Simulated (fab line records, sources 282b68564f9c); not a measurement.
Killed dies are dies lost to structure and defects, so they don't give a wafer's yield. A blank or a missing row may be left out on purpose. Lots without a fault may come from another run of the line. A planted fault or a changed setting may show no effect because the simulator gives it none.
Which tool did it? | flow rit_cmos | 14 lots, 42 wafers sampled, at 2 steps of a route of 202

WHAT THE GAUGES READ, wafer by wafer
The record holds no reading of a measuring or inspecting step that can be judged against a usual standard deviation.

WHICH TOOL RAN EACH LOT (tool, then ch and the chambers of the sampled wafers, then the start)
lot  | RIT_M1_METAL_ETCH_12             | RIT_M1_PROBE_99
L574 | rie_metal-03 ch 0,1, day 3 06:19 | prober-01, day 3 08:37
L575 | rie_metal-02 ch 1, day 3 11:13   | prober-02, day 3 13:31
L576 | rie_metal-04 ch 0,1, day 3 18:02 | prober-01, day 3 20:26
L577 | rie_metal-03 ch 1, day 3 23:17   | prober-02, day 4 01:36
L578 | rie_metal-02 ch 0,1, day 4 06:22 | prober-01, day 4 08:38
L579 | rie_metal-04 ch 0,1, day 4 08:59 | prober-02, day 4 11:17
L580 | rie_metal-03 ch 0,1, day 4 11:40 | prober-01, day 4 13:59
L581 | rie_metal-02 ch 0,1, day 4 19:15 | prober-02, day 4 21:30
L583 | rie_metal-03 ch 0,1, day 5 05:53 | prober-02, day 5 08:13
L584 | rie_metal-02 ch 0,1, day 5 08:59 | prober-01, day 5 11:19
L589 | rie_metal-03 ch 0,1, day 6 13:20 | prober-02, day 6 15:38
L591 | rie_metal-03 ch 0,1, day 7 00:35 | prober-02, day 7 03:04
L595 | rie_metal-04 ch 0,1, day 8 00:44 | prober-02, day 8 03:02
L596 | rie_metal-02 ch 0, day 8 08:53   | prober-01, day 8 11:11
- RIT_M1_METAL_ETCH_12: etches Al in Cl2/BCl3, stops on SiO2, time 165 s, target depth 600 nm.
- RIT_M1_PROBE_99

WHAT THE TOOLS THEMSELVES READ (means of the sampled wafers that have a number; where no wafer has one, the mark that the record gives instead)
RIT_M1_METAL_ETCH_12. Usual: drypump_motor_current_A 5.6 A, standard deviation 0.63; oes_product_au 0.785 a.u., standard deviation 0.014; rf_fwd_power_W 248.9 W, standard deviation 0.73; throttle_valve_pct 8.36 %, standard deviation 0.094.
lot  | tool         | drypump_motor_current_A (A) | oes_product_au (a.u.) | rf_fwd_power_W (W) | throttle_valve_pct (%) | flag
L574 | rie_metal-03 | 5.2                         | 0.793                 | 248.8              | 8.35                   |
L575 | rie_metal-02 | 4.9                         | 0.803                 | 249.1              | 8.50                   |
L576 | rie_metal-04 | 6.0                         | 0.777                 | 248.5              | 8.28                   |
L577 | rie_metal-03 | 5.2                         | 0.802                 | 249.1              | 8.38                   |
L578 | rie_metal-02 | 6.0                         | 0.794                 | 249.5              | 8.38                   |
L579 | rie_metal-04 | 6.0                         | 0.778                 | 249.4              | 8.28                   |
L580 | rie_metal-03 | 5.2                         | 0.784                 | 249.1              | 8.37                   |
L581 | rie_metal-02 | 6.0                         | 0.790                 | 249.1              | 8.37                   |
L583 | rie_metal-03 | 5.1                         | 0.785                 | 249.0              | 8.35                   |
L584 | rie_metal-02 | 6.0                         | 0.785                 | 248.9              | 8.38                   |
L589 | rie_metal-03 | 5.2                         | 0.793                 | 238.9              | 8.34                   | OFF
L591 | rie_metal-03 | 5.2                         | 0.798                 | 229.9              | 8.37                   | OFF
L595 | rie_metal-04 | 5.9                         | 0.782                 | 248.4              | 8.28                   |
L596 | rie_metal-02 | 6.5                         | 0.772                 | 248.7              | 8.33                   |

RIT_M1_PROBE_99. Usual: defect_limited_yield 97.6 %, standard deviation 1.1; killed_at_M0_to_M3 0.0, standard deviation 0.083; killed_at_contacts 0.1, standard deviation 0.31; killed_at_front_end 6.3, standard deviation 3; killed_dies 6.4, standard deviation 3; killed_open 3, standard deviation 1.9; killed_short 3.4, standard deviation 1.9; sort_bin_3_pad_short 0.1 %, standard deviation 0.18; sort_bin_5_function 1.4 %, standard deviation 0.78; sort_bin_6_memory 0.9 %, standard deviation 0.65; sort_n_pass 257.6, standard deviation 3; sort_yield_pct 97.6 %, standard deviation 1.1.
lot  | tool      | defect_limited_yield (%) | killed_at_M0_to_M3 | killed_at_contacts | killed_at_front_end | killed_dies | killed_open | killed_short | sort_bin_3_pad_short (%) | sort_bin_5_function (%) | sort_bin_6_memory (%) | sort_n_pass | sort_yield_pct (%) | flag
L574 | prober-01 | 97.5                     | 0.0                | 0.3                | 6.3                 | 6.7         | 4           | 2.7          | 0.1                      | 1.6                     | 0.8                   | 257.3       | 97.5               |
L575 | prober-02 | 96.3                     | 0.0                | 0.3                | 9.3                 | 9.7         | 4           | 6.0          | 0.3                      | 1.9                     | 1.5                   | 254.3       | 96.3               |
L576 | prober-01 | 97.3                     | 0.0                | 0.0                | 7.0                 | 7.0         | 2           | 4.7          | 0.1                      | 1.4                     | 1.1                   | 257.0       | 97.3               |
L577 | prober-02 | 97.9                     | 0.0                | 0.0                | 5.7                 | 5.7         | 2           | 3.3          | 0.1                      | 1.0                     | 1.0                   | 258.3       | 97.9               |
L578 | prober-01 | 98.0                     | 0.0                | 0.3                | 5.0                 | 5.3         | 2           | 3.7          | 0.4                      | 0.9                     | 0.8                   | 258.7       | 98.0               |
L579 | prober-02 | 97.8                     | 0.0                | 0.0                | 5.7                 | 5.7         | 2           | 3.3          | 0.3                      | 1.3                     | 0.6                   | 258.3       | 97.8               |
L580 | prober-01 | 97.0                     | 0.0                | 0.0                | 8.0                 | 8.0         | 4           | 3.7          | 0.0                      | 1.7                     | 1.4                   | 256.0       | 97.0               |
L581 | prober-02 | 97.8                     | 0.0                | 0.0                | 5.7                 | 5.7         | 3           | 3.0          | 0.0                      | 1.3                     | 0.9                   | 258.3       | 97.8               |
L583 | prober-02 | 98.8                     | 0.0                | 0.0                | 3.3                 | 3.3         | 2           | 1.7          | 0.1                      | 0.9                     | 0.3                   | 260.7       | 98.8               |
L584 | prober-01 | 96.3                     | 0.0                | 0.0                | 9.7                 | 9.7         | 4           | 5.3          | 0.1                      | 2.7                     | 0.9                   | 254.3       | 96.3               |
L589 | prober-02 | 97.9                     | 0.0                | 0.0                | 5.7                 | 5.7         | 2           | 3.7          | 0.3                      | 1.0                     | 0.9                   | 258.3       | 97.9               |
L591 | prober-02 | 96.7                     | 0.0                | 0.0                | 8.7                 | 8.7         | 3           | 5.3          | 0.1                      | 2.0                     | 1.1                   | 255.3       | 96.7               |
L595 | prober-02 | 98.4                     | 0.0                | 0.0                | 4.3                 | 4.3         | 2           | 2.0          | 0.0                      | 1.3                     | 0.4                   | 259.7       | 98.4               |
L596 | prober-01 | 97.2                     | 0.3                | 0.0                | 7.0                 | 7.3         | 3           | 4.3          | 0.1                      | 1.4                     | 1.3                   | 256.7       | 97.2               | OFF

THE ANSWER, worked out from the rows above alone
Rule: a lot is off if the mean of its wafers that have a number lies more than 3 standard deviations from the usual mean. A lot without any number at a reading at which 4 lots or more have one is off too. The other lots that the step has rows for count as sound. The gauges are gone through in route order, then the tools' own readings, and for those a lot's mean is taken as printed above. The first step at which some lot is off is used, and at that step the reading that is off furthest; a lot without a number counts as furthest.
Off: L589, L591, at RIT_M1_METAL_ETCH_12 (rf_fwd_power_W).
A tool fits if, at that step or a process step before it, it ran every lot that is off, and no sound lot after the first of them. One fits: rie_metal-03 at RIT_M1_METAL_ETCH_12. Its last sound lot is L583 (day 5 05:53), its first lot that is off L589 (day 6 13:20): a fault that began between those two fits.
The tool's own readings at RIT_M1_METAL_ETCH_12 bear it out: on the lots that are off they differ by more than 5 times the standard deviation of the sound lots' means. rf_fwd_power_W reads 234.4 W there against 249.0 W on the sound lots.

WHAT THE SIMULATOR HAD PUT IN
Process parameter drift: rie_metal-03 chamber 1, from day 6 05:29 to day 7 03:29, at RIT_M1_METAL_ETCH_12. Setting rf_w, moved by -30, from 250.
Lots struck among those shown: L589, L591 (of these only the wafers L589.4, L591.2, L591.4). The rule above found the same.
